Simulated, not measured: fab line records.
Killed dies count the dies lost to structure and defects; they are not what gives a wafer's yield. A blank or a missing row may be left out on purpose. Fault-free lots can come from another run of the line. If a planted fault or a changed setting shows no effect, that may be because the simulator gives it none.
Split-lot trial	flow berkeleyCmos170	route with 331 steps; 5 lots, 23 wafers read

== THE SPLIT ==
At UCB170_M1_METAL_ETCH_12 (etches Al in Cl2/BCl3, stops on PSG, target depth 780 nm, time 130 s), the setting timeS was moved away from the recipe's 130 s on 5 of the 23 wafers read, by -12.9% to +5.5%. This setting was run at the recipe's value on the other wafers.

The split's own step is where the reading is taken.

== THE READING ==
oesProductAu, in a.u., at UCB170_M1_METAL_ETCH_12 (etches Al in Cl2/BCl3, stops on PSG, target depth 780 nm, time 130 s). A value of 0.853 a.u. with a standard deviation of 0.0093 a.u. is what fault-free wafers of this fab line usually give.

wafer	tool, chamber at the split	timeS as run, s	against the recipe	oesProductAu, a.u.	against lot-mates on the recipe
L074.1	rieMetal-02, 1	137.1	+5.5%	0.837	-0.024
L074.2	rieMetal-02, 0	130	recipe	0.871	-
L074.3	rieMetal-02, 0	130	recipe	0.866	-
L074.4	rieMetal-02, 1	137.1	+5.5%	0.846	-0.015
L074.5	rieMetal-02, 1	130	recipe	0.846	-
L078.1	rieMetal-02, 1	130	recipe	0.854	-
L078.2	rieMetal-02, 0	130	recipe	0.873	-
L078.3	rieMetal-02, 1	130	recipe	0.849	-
L078.5	rieMetal-02, 1	130	recipe	0.854	-
L078.6	rieMetal-02, 0	130	recipe	0.864	-
L083.1	rieMetal-01, 1	130	recipe	0.843	-
L083.2	rieMetal-01, 1	130	recipe	0.847	-
L083.3	rieMetal-01, 1	130	recipe	0.835	-
L083.4	rieMetal-01, 1	130	recipe	0.843	-
L083.6	rieMetal-01, 1	130	recipe	0.846	-
L085.1	rieMetal-03, 0	130	recipe	0.853	-
L085.3	rieMetal-03, 0	130	recipe	0.842	-
L085.5	rieMetal-03, 0	130	recipe	0.853	-
L084.1	rieMetal-03, 0	130	recipe	0.844	-
L084.2	rieMetal-03, 0	113.2	-12.9%	0.921	+0.075
L084.3	rieMetal-03, 0	113.2	-12.9%	0.911	+0.065
L084.4	rieMetal-03, 0	130	recipe	0.849	-
L084.5	rieMetal-03, 0	113.2	-12.9%	0.919	+0.073

THE FIT
A straight line over all 23 wafers: oesProductAu changes by -0.00461 a.u. for each +1% of timeS; r = -0.91; the points scatter about the line by 0.011 a.u.
The same after taking each lot's own level away (the mean of its wafers on the recipe; 23 wafers): -0.00519 a.u. for each +1%; r = -0.96; scatter 0.0074 a.u.
Per that fit: largest timeS move, reading shift of 0.067 a.u.
Measured against the standard deviation above, the lots' own levels, which go from 0.8428 to 0.8610 a.u., span 2.0 times it.
In other words, the slope is changed by the lot-to-lot level; the two fits disagree.
Check: for one of the wafers moved furthest among these (-12.9%), held out of the fit, the line's prediction against its lot-mates is +0.0657 a.u. Against them it came out at +0.0745 a.u.
Tool readings at the split's step, against how far the setting was moved: oesProductAu r = -0.91.

== FURTHER SPLITS ON THESE WAFERS ==
Before the reading, these wafers also passed through other splits. Each is held against what the fit with the lots' levels taken away leaves over:
other split on the same wafers	wafers away from the commonest value	r with oesProductAu (lot level and that fit taken away)
UCB170_SDANNEAL_RTA_01 timeS	9	-0.15
UCB170_CONTACT_COAT_04 resistThkNm	9	-0.22

== THE WHOLE CHAIN: every reading that the file lists as answering this split, in the file's order ==
step	what it does	reading	change (the file's fit)	r (the file's)
UCB170_M1_METAL_ETCH_12	etches Al in Cl2/BCl3, stops on PSG, target depth 780 nm, time 130 s	oesProductAu	-0.00517 a.u. for each +1% of the setting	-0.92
UCB170_M1_METAL_ETCH_12	etches Al in Cl2/BCl3, stops on PSG, target depth 780 nm, time 130 s	KrF_of_M1_COAT_04.thkNm (the simulator's own value, which no gauge read)	-4.46 nm for each +1% of the setting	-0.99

== THE FILE'S OWN FIT ==
oesProductAu changes by -0.00517 a.u. for each +1% of timeS, r = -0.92.
